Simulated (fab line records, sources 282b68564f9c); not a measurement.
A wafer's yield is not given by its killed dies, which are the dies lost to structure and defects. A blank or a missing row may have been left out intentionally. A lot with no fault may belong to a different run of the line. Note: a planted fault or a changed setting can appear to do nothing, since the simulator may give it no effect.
Comparing a struck lot with a sound one | flow rit cmos | 27 out of 202 route steps
Sound: the wafers L615.3, L615.4, L615.5. Struck: wafers L621.2, L621.4, L621.6. The cause comes at the end.
Each step with rows lists, per side, the tool, then ch with its chambers, then its first start. Under that, the readings that differ: sound wafers | struck wafers | difference of the means | sigmas: that difference in standard deviations of wafers without a fault.
alike: readings whose means differ by less than 2 such deviations, and words and numbers that are the same on both sides. not compared: withheld readings, readings that some wafer has no value for, bounds like >300 that may hide the same value, and numbers for which the record gives no deviation and whose values overlap.
Wherever a step has rows on one side only, a row that says differs or no value, or a row with sigmas, the two part there. Numbers that have no deviation but don't overlap get no sigmas and don't part them. Lack of a reading on every wafer of one side parts them only where that side has two or more wafers.

first, 1 step without rows for these wafers: RIT_ACTIVE_OXIDATION_01 (target thk 46.8 nm, ox time 3360 s).
RIT_ACTIVE_THK_MEAS_02:
  sound on film metro-04, day 2 19:16; struck on film metro-02, day 4 02:52
  reading               | sound          | struck         | difference | sigmas
  ACTIVE_OXIDE_THK (nm) | 45.1 45.6 44.5 | 46.6 48.2 47.1 | +2.2       | +2
then, 1 step without rows for these wafers: RIT_ACTIVE_CVD_03 (deposits Si3N4 from SiH2Cl2/NH3, target thk 150 nm, time 1537 s).
RIT_ACTIVE_THK_MEAS_04:
  sound on film metro-01, day 2 21:27; struck on film metro-01, day 4 04:21
  reading                 | sound             | struck            | difference | sigmas
  ACTIVE_NITRIDE_THK (nm) | 151.1 151.6 150.7 | 154.6 154.8 153.8 | +3.3       | +2
then, 6 steps without rows for these wafers: RIT_ACTIVE_HMDS_05 (prime time 60 s); RIT_ACTIVE_COAT_06 (resist thk 991.5 nm); RIT_ACTIVE_SOFTBAKE_07 (time 60 s); RIT_ACTIVE_EXPOSE_08 (exposes mask M1, target cd 1400 nm); RIT_ACTIVE_PEB_09; RIT_ACTIVE_DEVELOP_10 (develop time 50 s).
RIT_ACTIVE_CD_MEAS_11 targets a cd of 1400 nm.
  sound on cd sem-02, day 2 22:30; struck on cd sem-02, day 4 05:16
  alike: cd nm
then, 1 step without rows for these wafers: RIT_ACTIVE_HARDBAKE_12 (time 60 s).
RIT_ACTIVE_ETCH_13: etches Si3N4 in SF6, stops on SiO2, time 210 s, target depth 210 nm.
  sound on rie diel-01 ch 0,1, day 2 22:44; struck on rie diel-04 ch 0,2, day 4 05:31
  reading                                       | sound             | struck            | difference | sigmas
  oes product au (a.u.)                         | 0.838 0.825 0.832 | 0.724 0.740 0.713 | -0.106     | -8
  run length s (s)                              | 238.2 238.3 238.6 | 300.6 301.2 300.8 | +62.5      | +99 or more
  model.NOVOLAK_of_ACTIVE_COAT_06.thk nm (nm)   | 656.9 656.1 654.1 | 598.4 595.3 591.6 | -60.6      |
  model.SiO2_of_ACTIVE_OXIDATION_01.thk nm (nm) | 45.07 45.54 44.55 | 29.39 29.73 29.71 | -15.44     |
  model.ACTIVE.feature depth nm (nm)            | 151.1 151.6 150.6 | 171.8 173.2 171.2 | +21.0      |
  alike: drypump motor current A, throttle valve pct
  not compared: rf hours counter h
RIT_ACTIVE_STRIP_14: strips in O2, time 180 s.
  sound on plasma asher-01 ch 0,1, day 2 22:55; struck on plasma asher-03 ch 0,1, day 4 05:39
  alike: drypump motor current A
  not compared: rf hours counter h
RIT_ACTIVE_CD_MEAS_90 targets a cd of 1400 nm.
  sound on cd sem-02, day 2 23:05; struck on cd sem-02, day 4 05:51
  alike: cd nm
then, 4 steps without rows for these wafers: RIT_ACTIVE_CLEAN_15 (cleans in SC1, time 600 s); RIT_ACTIVE_CLEAN_16 (cleans in dHF, time 30 s); RIT_ACTIVE_CLEAN_17 (cleans in SC2, time 600 s); RIT_FOX1_OXIDATION_00 (target thk 350.7 nm, ox time 1130 s).
RIT_FOX1_THK_MEAS_01:
  sound on film metro-03, day 3 02:19; struck on film metro-02, day 4 10:26
  alike: FOX1_OXIDE_THK
then, 2 steps without rows for these wafers: RIT_FOX1_WET_ETCH_02 (etches SiO2 in BOE, target depth 350 nm, time 390 s); RIT_FOX2_OXIDATION_00 (target thk 350.7 nm, ox time 1130 s).
RIT_FOX2_THK_MEAS_01:
  sound on film metro-01, day 3 06:38; struck on film metro-03, day 4 13:34
  reading             | sound       | struck      | difference | sigmas
  FOX2_OXIDE_THK (nm) | 364 364 356 | 339 344 338 | -21        | -3
then, 1 step without rows for these wafers: RIT_FOX2_CLEAN_02 (cleans in dHF, time 180 s).
RIT_FOX2_WET_ETCH_03: etches Si3N4 in H3PO4, target depth 195 nm, time 2700 s.
  sound on wet bench-01 ch 3, day 3 06:45; struck on wet bench-01 ch 0, day 4 13:41
  reading                                       | sound             | struck            | difference | sigmas
  run length s (s)                              | 2725 2725 2725    | 2734 2734 2734    | +9         | +2
  model.SiO2_of_ACTIVE_OXIDATION_01.thk nm (nm) | 40.11 40.53 39.64 | 26.15 26.45 26.43 | -13.75     |
RIT_FOX2_THK_MEAS_90:
  sound on film metro-03, day 3 07:31; struck on film metro-03, day 4 14:31
  reading                     | sound       | struck      | difference | sigmas
  FIELD_OXIDE_LEFT_1_THK (nm) | 337 337 329 | 312 318 311 | -21        | -3
-- the record jumps here: 2 days lie between the struck wafers' starts before and after (it left off in module FOX2 and takes up again in module M1, whose first step shown is number 202 of the route) --
RIT_M1_PROBE_99:
  rows exist in the record for the struck wafers here (prober-02, day 6 21:41), but not for the sound ones

## WHERE THEY PART
Last at RIT_M1_PROBE_99 as far as this record goes, first at RIT_ACTIVE_THK_MEAS_02.

WHY: whatever the simulator had introduced
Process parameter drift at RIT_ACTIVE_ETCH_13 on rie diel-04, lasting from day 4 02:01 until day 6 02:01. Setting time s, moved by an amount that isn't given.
